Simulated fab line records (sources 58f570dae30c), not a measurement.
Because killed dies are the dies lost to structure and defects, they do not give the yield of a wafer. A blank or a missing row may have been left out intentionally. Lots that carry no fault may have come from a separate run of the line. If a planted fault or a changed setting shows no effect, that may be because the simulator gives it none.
Split-lot experiment	flow berkeley_cmos170	23 wafers read across 5 lots, on a route 331 steps long

== ON THE SPLIT ==
At UCB170_M1_EXPOSE_06 (exposes mask METAL1, target cd 700 nm), the setting dose_mj was moved away from the recipe's 21 on 9 of the 23 wafers read, by -4.9% to +6.2%. For the rest of the wafers, this setting stayed at what the recipe calls for.

== FROM THE SPLIT TO THE READING: what the file shows between them, 5 steps ==
- UCB170_M1_DEVELOP_08: develop time 45 s (also split here: dev_temp_c)
- UCB170_M1_CD_MEAS_09: target cd 700 nm
- UCB170_M1_ETCH_11: etches BARC in N2/H2
- UCB170_M1_METAL_ETCH_12: etches Al in Cl2/BCl3, stops on PSG, target depth 780 nm, time 130 s
- UCB170_M1_STRIP_13: strips in O2

== THE READING ==
Shown in nm: cd_nm at UCB170_M1_CD_MEAS_90, with target cd 700 nm. Typical for fault-free wafers on this fab line: 699 nm, with standard deviation 3.4 nm.

wafer	tool, chamber at the split	dose_mj as run	against the recipe	cd_nm, nm	against lot-mates on the recipe
L078.1	krf_scanner-02, 0	21	recipe	704	-
L078.2	krf_scanner-02, 0	21	recipe	695	-
L078.3	krf_scanner-02, 0	21	recipe	698	-
L078.4	krf_scanner-02, 0	21	recipe	704	-
L078.5	krf_scanner-02, 0	21	recipe	704	-
L080.1	krf_scanner-01, 0	19.97	-4.9%	709	+12
L080.2	krf_scanner-01, 0	19.97	-4.9%	707	+10
L080.3	krf_scanner-01, 0	21	recipe	694	-
L080.4	krf_scanner-01, 0	21	recipe	700	-
L080.6	krf_scanner-01, 0	19.97	-4.9%	706	+9
L076.2	krf_scanner-02, 0	21.75	+3.6%	690	-6
L076.3	krf_scanner-02, 0	21	recipe	696	-
L076.4	krf_scanner-02, 0	21.75	+3.6%	690	-6
L076.5	krf_scanner-02, 0	21.75	+3.6%	690	-6
L076.6	krf_scanner-02, 0	21	recipe	696	-
L081.2	krf_scanner-01, 0	21	recipe	697	-
L081.3	krf_scanner-01, 0	21	recipe	696	-
L081.4	krf_scanner-01, 0	21	recipe	698	-
L085.2	krf_scanner-01, 0	21	recipe	698	-
L085.3	krf_scanner-01, 0	21	recipe	701	-
L085.4	krf_scanner-01, 0	22.31	+6.2%	689	-10
L085.5	krf_scanner-01, 0	22.31	+6.2%	686	-14
L085.6	krf_scanner-01, 0	22.31	+6.2%	689	-10

FIT RESULTS
A straight line over all 23 wafers: cd_nm changes by -1.83 nm for each +1% of dose_mj; r = -0.90; the points scatter about the line by 2.9 nm.
The same after taking each lot's own level away (the mean of its wafers on the recipe; 23 wafers): -1.92 nm for each +1%; r = -0.94; scatter 2.3 nm.
That fit puts the effect of the largest move of dose_mj on the reading at 12 nm.
The lots' own levels span 696.0 to 701.0 nm, that is 1.5 times the standard deviation above.
The two slopes are in agreement: the lot-to-lot level therefore moves the slope only a little.
Check: -11.9 nm against its lot-mates is what the line predicts for one of the wafers moved furthest among these (+6.2%) when that wafer is left out of the fit. Against them it came out at -10.5 nm.

== FURTHER SPLITS ON THESE WAFERS ==
Other splits were also applied to these wafers ahead of the reading. Each is held against what the fit with the lots' levels taken away leaves over:
other split on the same wafers	wafers away from the commonest value	r with cd_nm (lot level and that fit taken away)
UCB170_SILICIDE_SPUTTER_01 time_s	10	+0.28
UCB170_CONTACT_EXPOSE_12 dose_mj	9	+0.01
UCB170_M1_DEVELOP_08 dev_temp_c	4	-0.01

== THE WHOLE CHAIN: every reading that the file lists as answering this split, in the file's order ==
step	what it does	reading	change (the file's fit)	r (the file's)
UCB170_M1_CD_MEAS_09	target cd 700 nm	cd_nm	-1.84 nm for each +1% of the setting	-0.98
UCB170_M1_ETCH_11	etches BARC in N2/H2	M1.cd_nm (the simulator's own value, which no gauge read)	-1.79 nm for each +1% of the setting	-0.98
UCB170_M1_METAL_ETCH_12	etches Al in Cl2/BCl3, stops on PSG, target depth 780 nm, time 130 s	M1.cd_nm (the simulator's own value, which no gauge read)	-1.94 nm for each +1% of the setting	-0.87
UCB170_M1_CD_MEAS_90	target cd 700 nm	cd_nm	-1.92 nm for each +1% of the setting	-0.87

== THE FILE'S OWN FIT ==
cd_nm changes by -1.92 nm for each +1% of dose_mj, r = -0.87.
